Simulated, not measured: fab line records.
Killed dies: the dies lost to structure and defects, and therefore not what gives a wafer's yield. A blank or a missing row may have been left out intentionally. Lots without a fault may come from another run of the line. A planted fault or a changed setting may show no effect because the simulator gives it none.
What tool caused it? / flow ritCmos / 14 lots, 42 wafers sampled, at 4 steps of a route of 202

## WHAT THE GAUGES SHOWED, per wafer
RIT_FOX1_THK_MEAS_01. Usual: for FOX1_OXIDE_THK the level is 352 nm and the standard deviation is 6.6.
lot=L338; measured=day 2 04:49; on=filmMetro-04; FOX1_OXIDE_THK (nm)=363 366 363; flag=
lot=L339; measured=day 2 09:43; on=filmMetro-04; FOX1_OXIDE_THK (nm)=348 348 353; flag=
lot=L341; measured=day 2 22:23; on=filmMetro-04; FOX1_OXIDE_THK (nm)=348 357 353; flag=
lot=L342; measured=day 3 02:00; on=filmMetro-01; FOX1_OXIDE_THK (nm)=348 347 357; flag=
lot=L343; measured=day 3 06:17; on=filmMetro-03; FOX1_OXIDE_THK (nm)=341 343 341; flag=
lot=L344; measured=day 3 10:24; on=filmMetro-01; FOX1_OXIDE_THK (nm)=356 342 346; flag=
lot=L347; measured=day 4 02:13; on=filmMetro-01; FOX1_OXIDE_THK (nm)=348 347 349; flag=
lot=L348; measured=day 4 06:27; on=filmMetro-01; FOX1_OXIDE_THK (nm)=345 344 350; flag=
lot=L349; measured=day 4 11:38; on=filmMetro-01; FOX1_OXIDE_THK (nm)=356 357 354; flag=
lot=L350; measured=day 4 18:49; on=filmMetro-04; FOX1_OXIDE_THK (nm)=351 343 343; flag=
lot=L351; measured=day 5 00:05; on=filmMetro-03; FOX1_OXIDE_THK (nm)=356 357 361; flag=
lot=L352; measured=day 5 02:21; on=filmMetro-01; FOX1_OXIDE_THK (nm)=353 350 353; flag=
lot=L353; measured=day 5 07:43; on=filmMetro-01; FOX1_OXIDE_THK (nm)=359 353 355; flag=
lot=L358; measured=day 6 08:04; on=filmMetro-03; FOX1_OXIDE_THK (nm)=352 351 348; flag=

RIT_FOX2_THK_MEAS_91. Usual: for FIELD_OXIDE_LEFT_2_THK the level is 256 nm and the standard deviation is 7.
lot=L338; measured=day 2 21:04; on=filmMetro-02; FIELD_OXIDE_LEFT_2_THK (nm)=261 262 259; flag=
lot=L339; measured=day 3 03:41; on=filmMetro-01; FIELD_OXIDE_LEFT_2_THK (nm)=263 261 257; flag=
lot=L341; measured=day 3 15:58; on=filmMetro-01; FIELD_OXIDE_LEFT_2_THK (nm)=248 255 251; flag=
lot=L342; measured=day 3 19:40; on=filmMetro-04; FIELD_OXIDE_LEFT_2_THK (nm)=236 249 240; flag=
lot=L343; measured=day 3 23:18; on=filmMetro-01; FIELD_OXIDE_LEFT_2_THK (nm)=248 249 243; flag=
lot=L344; measured=day 4 04:35; on=filmMetro-01; FIELD_OXIDE_LEFT_2_THK (nm)=250 256 252; flag=
lot=L347; measured=day 4 17:50; on=filmMetro-04; FIELD_OXIDE_LEFT_2_THK (nm)=276 268 274; flag=
lot=L348; measured=day 4 21:39; on=filmMetro-01; FIELD_OXIDE_LEFT_2_THK (nm)=247 254 254; flag=
lot=L349; measured=day 5 02:55; on=filmMetro-02; FIELD_OXIDE_LEFT_2_THK (nm)=258 258 255; flag=
lot=L350; measured=day 5 10:41; on=filmMetro-01; FIELD_OXIDE_LEFT_2_THK (nm)=260 261 255; flag=
lot=L351; measured=day 5 15:37; on=filmMetro-01; FIELD_OXIDE_LEFT_2_THK (nm)=255 259 257; flag=
lot=L352; measured=day 5 17:53; on=filmMetro-01; FIELD_OXIDE_LEFT_2_THK (nm)=249 255 254; flag=
lot=L353; measured=day 5 22:43; on=filmMetro-04; FIELD_OXIDE_LEFT_2_THK (nm)=253 253 245; flag=
lot=L358; measured=day 7 00:48; on=filmMetro-01; FIELD_OXIDE_LEFT_2_THK (nm)=250 263 258; flag=

RIT_SDANNEAL_RS_MEAS_04: measures by four-point-probe. Usual: for PSD_RS the level is 115.6 ohm/sq and the standard deviation is 0.31.
lot=L338; measured=day 3 17:58; on=filmMetro-02; PSD_RS (ohm/sq)=115.3 115.3 115.2; flag=
lot=L339; measured=day 4 00:34; on=filmMetro-04; PSD_RS (ohm/sq)=115.7 115.2 115.3; flag=
lot=L341; measured=day 4 09:55; on=filmMetro-04; PSD_RS (ohm/sq)=115.7 115.4 115.2; flag=
lot=L342; measured=day 4 13:20; on=filmMetro-02; PSD_RS (ohm/sq)=115.4 115.4 115.4; flag=
lot=L343; measured=day 4 18:28; on=filmMetro-02; PSD_RS (ohm/sq)=115.1 115.3 114.9; flag=
lot=L344; measured=day 5 02:38; on=filmMetro-04; PSD_RS (ohm/sq)=115.8 115.9 115.9; flag=
lot=L347; measured=day 5 15:50; on=filmMetro-03; PSD_RS (ohm/sq)=116.1 115.7 116.3; flag=
lot=L348; measured=day 5 17:50; on=filmMetro-04; PSD_RS (ohm/sq)=115.9 116.0 116.0; flag=
lot=L349; measured=day 5 21:10; on=filmMetro-02; PSD_RS (ohm/sq)=115.4 115.1 115.1; flag=
lot=L350; measured=day 6 06:26; on=filmMetro-04; PSD_RS (ohm/sq)=115.9 115.6 115.7; flag=
lot=L351; measured=day 6 10:06; on=filmMetro-02; PSD_RS (ohm/sq)=115.3 115.3 115.4; flag=
lot=L352; measured=day 6 12:01; on=filmMetro-03; PSD_RS (ohm/sq)=116.2 115.8 116.2; flag=
lot=L353; measured=day 6 19:37; on=filmMetro-03; PSD_RS (ohm/sq)=116.1 116.0 115.9; flag=
lot=L358; measured=day 7 20:06; on=filmMetro-02; PSD_RS (ohm/sq)=116.1 115.7 115.9; flag=

## TOOL THAT RAN EACH LOT (tool first, then ch and the chambers of the sampled wafers, then the start)
lot=L338; RIT_FOX2_OXIDATION_00=furnace-03 ch 0, day 2 04:59
lot=L339; RIT_FOX2_OXIDATION_00=furnace-04 ch 0, day 2 10:25
lot=L341; RIT_FOX2_OXIDATION_00=furnace-04 ch 0, day 2 23:06
lot=L342; RIT_FOX2_OXIDATION_00=furnace-03 ch 0, day 3 03:38
lot=L343; RIT_FOX2_OXIDATION_00=furnace-03 ch 0, day 3 07:21
lot=L344; RIT_FOX2_OXIDATION_00=furnace-03 ch 0, day 3 11:40
lot=L347; RIT_FOX2_OXIDATION_00=furnace-01 ch 0, day 4 02:23
lot=L348; RIT_FOX2_OXIDATION_00=furnace-04 ch 0, day 4 07:19
lot=L349; RIT_FOX2_OXIDATION_00=furnace-04 ch 0, day 4 11:49
lot=L350; RIT_FOX2_OXIDATION_00=furnace-04 ch 0, day 4 19:48
lot=L351; RIT_FOX2_OXIDATION_00=furnace-01 ch 0, day 5 00:16
lot=L352; RIT_FOX2_OXIDATION_00=furnace-01 ch 0, day 5 02:32
lot=L353; RIT_FOX2_OXIDATION_00=furnace-01 ch 0, day 5 07:53
lot=L358; RIT_FOX2_OXIDATION_00=furnace-04 ch 0, day 6 09:15
- RIT_FOX2_OXIDATION_00: target thk 350.7 nm, ox time 1130 s.

## WHAT THE TOOLS THEMSELVES READ (means of the sampled wafers that have a number; where no wafer has one, the mark that the record gives instead)
RIT_FOX2_OXIDATION_00. Usual: oxTempCMax reads 1103.4 (standard deviation 0.78).
lot=L338 tool=furnace-03 oxTempCMax=1103.1 flag=
lot=L339 tool=furnace-04 oxTempCMax=1104.1 flag=
lot=L341 tool=furnace-04 oxTempCMax=1103.6 flag=
lot=L342 tool=furnace-03 oxTempCMax=1103.8 flag=
lot=L343 tool=furnace-03 oxTempCMax=1103.6 flag=
lot=L344 tool=furnace-03 oxTempCMax=1103.9 flag=
lot=L347 tool=furnace-01 oxTempCMax=1103.3 flag=
lot=L348 tool=furnace-04 oxTempCMax=1104.5 flag=
lot=L349 tool=furnace-04 oxTempCMax=1103.5 flag=
lot=L350 tool=furnace-04 oxTempCMax=1104.1 flag=
lot=L351 tool=furnace-01 oxTempCMax=1102.9 flag=
lot=L352 tool=furnace-01 oxTempCMax=1102.5 flag=
lot=L353 tool=furnace-01 oxTempCMax=1103.0 flag=
lot=L358 tool=furnace-04 oxTempCMax=1103.0 flag=

## THE ANSWER, worked out from the rows above alone
Rule: take the mean of a lot's wafers that have a number; if it is more than 3 standard deviations from the usual mean, the lot is off. A lot without any number at a reading at which 4 lots or more have one is off too. Any other lot the step has rows for is counted as sound. First the gauges in route order, then the tools' own readings, where a lot's mean is used as printed above. At the first step where some lot is off, the reading lying furthest off is the one used; lots without a number count as furthest.
No lot is off on any of the readings shown, so nothing can be concluded from this.

## WHAT THE SIMULATOR HAD PUT IN
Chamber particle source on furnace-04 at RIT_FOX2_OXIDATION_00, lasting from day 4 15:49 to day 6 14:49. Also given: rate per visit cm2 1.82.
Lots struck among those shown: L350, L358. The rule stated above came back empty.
